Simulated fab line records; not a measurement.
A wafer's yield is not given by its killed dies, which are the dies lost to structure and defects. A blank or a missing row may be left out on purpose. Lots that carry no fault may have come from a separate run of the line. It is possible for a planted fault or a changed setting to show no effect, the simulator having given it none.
Which tool did it? | flow rit cmos | at 1 step of a route of 202, 15 lots with 45 wafers sampled

== WHAT THE GAUGES READ, wafer by wafer ==
Not one reading of a measure or inspect step in the record can be checked against a usual standard deviation.

== TOOL THAT RAN EACH LOT (tool first, then ch and the chambers of the sampled wafers, then the start) ==
lot  | RIT_NRETRO_EXPOSE_03
L151 | iline stepper-02 ch 0, day 2 15:48
L152 | iline stepper-01 ch 0, day 2 16:11
L153 | iline stepper-01 ch 0, day 2 22:09
L155 | iline stepper-01 ch 0, day 3 05:43
L156 | iline stepper-02 ch 0, day 3 08:54
L157 | iline stepper-01 ch 0, day 3 15:35
L165 | iline stepper-02, day 5 07:55
L166 | iline stepper-02, day 5 15:09
L167 | iline stepper-01, day 5 20:26
L168 | iline stepper-02 ch 0, day 5 22:06
L169 | iline stepper-01 ch 0, day 6 04:01
L170 | iline stepper-02 ch 0, day 6 09:08
L172 | iline stepper-02 ch 0, day 6 17:53
L173 | iline stepper-01 ch 0, day 6 23:07
L174 | iline stepper-01 ch 0, day 7 04:37
- RIT_NRETRO_EXPOSE_03: exposes mask M4, target cd 43900 nm.

== AS READ BY THE TOOLS THEMSELVES (means over the sampled wafers that have a number; for cases with no such wafer, the mark the record gives instead) ==
RIT_NRETRO_EXPOSE_03. Usual: exposure dose mJ cm2 249.96, standard deviation 0.27; focus offset nm 0.1 nm, standard deviation 0.47.
lot  | tool             | exposure dose mJ cm2 | focus offset nm (nm) | flag
L151 | iline stepper-02 | 250.17               | -0.1                 |
L152 | iline stepper-01 | 249.82               | 0.3                  |
L153 | iline stepper-01 | 249.84               | 0.6                  |
L155 | iline stepper-01 | 249.99               | -0.8                 |
L156 | iline stepper-02 | 250.03               | -0.9                 |
L157 | iline stepper-01 | 249.89               | 0.1                  |
L165 | iline stepper-02 | -                    | -                    | OFF
L166 | iline stepper-02 | -                    | -                    | OFF
L167 | iline stepper-01 | -                    | -                    | OFF
L168 | iline stepper-02 | 250.54               | 0.4                  |
L169 | iline stepper-01 | 250.02               | 0.0                  |
L170 | iline stepper-02 | 250.01               | 0.3                  |
L172 | iline stepper-02 | 249.86               | -0.1                 |
L173 | iline stepper-01 | 249.75               | 0.2                  |
L174 | iline stepper-01 | 249.78               | 0.3                  |

== THE ANSWER, worked out from the rows above alone ==
Rule: lot off if the mean of its wafers having a number is beyond 3 standard deviations from the usual mean. Also off: a lot with no number at a reading for which 4 or more lots have one. The other lots that the step has rows for count as sound. The gauges are gone through in route order, then the tools' own readings, and for those a lot's mean is taken as printed above. The first step at which some lot is off is used, and at that step the reading that is off furthest; a lot without a number counts as furthest.
Off: L165, L166, L167, at RIT_NRETRO_EXPOSE_03 (exposure dose mJ cm2). Without a number there: L165, L166, L167.
If a tool, at that step or one of the process steps before it, ran each lot that is off and ran no sound lot following the first of them, it fits. Not one of the candidates tried fits.

== WHAT THE SIMULATOR HAD INSERTED ==
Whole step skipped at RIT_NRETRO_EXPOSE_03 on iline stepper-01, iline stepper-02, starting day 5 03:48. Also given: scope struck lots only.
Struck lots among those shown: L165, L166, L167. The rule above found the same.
